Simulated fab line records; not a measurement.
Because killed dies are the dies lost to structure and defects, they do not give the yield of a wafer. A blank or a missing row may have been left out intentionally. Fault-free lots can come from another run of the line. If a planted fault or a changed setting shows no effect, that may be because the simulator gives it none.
A single fault, viewed from 2 desks | flow rit cmos | each desk holds nothing but its own numbers, with what lay behind them at the end

== AT THE TOOL OWNER'S DESK: litho track-03 ==
Per lot that ran on this tool, the mean of the sampled wafers carrying a number, from the tool's own readings at RIT_ACTIVE_SOFTBAKE_07 (time 60 s). A lot is out of limits, marked OUT, if its mean lies more than 4 standard deviations from the usual mean; the brackets give that distance.
Columns: A = heater power total W at RIT_ACTIVE_SOFTBAKE_07, usual 34.56 W; B = plate temp C at RIT_ACTIVE_SOFTBAKE_07, usual 89.99 C
lot  | first seen here | A               | B
L878 | day 1 14:57     | 34.52           | 89.99
L887 | day 3 13:56     | 35.62 (+21) OUT | 92.10 (+16) OUT
L889 | day 3 20:55     | 35.59 (+21) OUT | 91.96 (+15) OUT
This desk's finding: out of limits on L887, L889; first on L887, day 3 13:56 (heater power total W at RIT_ACTIVE_SOFTBAKE_07). L878 stayed within limits.

== METROLOGY DESK ==
What the gauges read for every lot (on any tool): the sampled wafers with a number, averaged. A lot is out of limits, marked OUT, if its mean lies more than 4 standard deviations from the usual mean; the brackets give that distance.
Columns: A = cd nm at RIT_M1_CD_MEAS_09, usual 2600.3 nm; B = M1_OVL at RIT_M1_OVL_MEAS_10, usual 0.2 nm
lot  | first seen here | A      | B
L878 | day 3 14:28     | 2599.2 | 1.8
L879 | day 3 19:49     | 2598.2 | 0.0
L882 | day 4 13:52     | 2601.8 | 0.9
L887 | day 5 13:34     | 2595.3 | -0.1
L889 | day 6 00:43     | 2602.4 | 0.4
L891 | day 6 03:40     | 2598.1 | -0.1
L895 | day 7 12:47     | 2602.3 | 1.3
L896 | day 7 18:29     | 2600.5 | -0.4
L897 | day 8 01:19     | 2599.7 | -0.3
L900 | day 8 08:34     | 2598.4 | -1.9
L901 | day 8 13:54     | 2601.3 | 0.1
Result from this desk: across the 11 lots, nothing is out of limits.

== PUT TOGETHER ==
At day 3 13:56, on L887, L889, the tool owner's desk was in a position to raise an alarm.
From the metrology desk's view, nothing was out of limits.
The metrology desk has L887, L889 on record, within its limits.
RIT_ACTIVE_SOFTBAKE_07 was run on litho track-03 by each of the lots named.

== WHAT THE SIMULATOR HAD PUT IN ==
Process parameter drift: litho track-03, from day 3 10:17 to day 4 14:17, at RIT_ACTIVE_SOFTBAKE_07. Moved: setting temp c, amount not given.
Shown lots that were struck: L887, L889.
Delay in hours, fault start to first out-of-limits reading, by desk: the tool owner's desk at 4.
